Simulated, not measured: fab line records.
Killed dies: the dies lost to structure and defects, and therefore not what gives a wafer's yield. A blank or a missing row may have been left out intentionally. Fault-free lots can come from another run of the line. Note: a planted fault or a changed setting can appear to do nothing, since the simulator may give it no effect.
8D (eight disciplines) problem report, filled in by code    flow berkeley cmos170    the parts of the form that need people (team, actions taken, sign-off) are left out

1. THE PROBLEM
ph3 flow sccm at UCB170_CONTACT_CVD_01 reads a mean of 29.97 sccm on 6 wafers of 2 lots; wafers without a fault read 25.01 sccm with a standard deviation of 0.085. Measured from the usual mean, that is +58 standard deviations.
The step: deposits PSG from SiH4/O2/PH3, target thk 700 nm, time 2820 s.
First observed at day 7 16:35: wafer L546.1, on lpcvd-02. Wafers with a number at this step in the record: 18, from 6 lots. Rule for "out", or "out of limits": more than 4 standard deviations from the usual mean. The rest of the wafers with a number are treated as sound.

2. WHAT IT IS, AND WHAT IT ISN'T
question                     is                      is not
which readings at this step  ph3 flow sccm           zone power source pct
which lots                   L546, L547              L541, L549, L559, L561
which wafers of those lots   all that have a number  -
read on which tools          lpcvd-02                lpcvd-01
when                         from day 7 16:35        up to then (3 sound wafers); but 9 sound wafers of L549, L559, L561 came after

3. WHAT RULES OUT EACH SUSPECT
Counting: any tool at a process step up to the reading is kept as a suspect provided that every lot that is out went through it and no sound lot did after the first of them.
- lpcvd-02 at UCB170_CONTACT_CVD_01 (deposits PSG from SiH4/O2/PH3, target thk 700 nm, time 2820 s): ruled out as a lasting fault. After its first lot that is out, L546 (day 7 16:35), sound lots L559, L561 ran on it.
Left after counting: nothing in the record.

4. THE CAUSE (what the simulator had put in)
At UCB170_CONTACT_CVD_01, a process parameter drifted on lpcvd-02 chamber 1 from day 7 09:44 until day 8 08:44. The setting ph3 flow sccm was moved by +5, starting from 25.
Counting ruled it out, wrongly.

5. SEQUENCE OF EFFECTS, ordered by route
Rows list readings where the struck wafers' mean (over those with a number) sits beyond 3 standard deviations from the usual. Readings are gone through only where the record gives a usual standard deviation; hours: the median, over the lots, of the time from a lot's start at the first step in this table giving one to that lot's start at this step; sigmas: the change measured in usual standard deviations.
hours  step                   reading        usual       on struck wafers  change  sigmas
0      UCB170_CONTACT_CVD_01  ph3 flow sccm  25.01 sccm  29.97             +4.96   +58
The process steps in it:
- UCB170_CONTACT_CVD_01: deposits PSG from SiH4/O2/PH3, target thk 700 nm, time 2820 s.
Later measuring or inspecting steps at which every struck wafer that the step has a row for has a number for every such reading, and none has moved that far: UCB170_CONTACT_THK_MEAS_02, UCB170_CONTACT_CD_MEAS_15, UCB170_CONTACT_OVL_MEAS_16, UCB170_CONTACT_CD_MEAS_90, UCB170_M1_RS_MEAS_01, UCB170_M1_THK_MEAS_02.

6. WHAT WOULD HAVE CAUGHT IT SOONER
First out-of-limits reading in this record: day 7 16:35, which is 7 hours after fault onset at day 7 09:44.
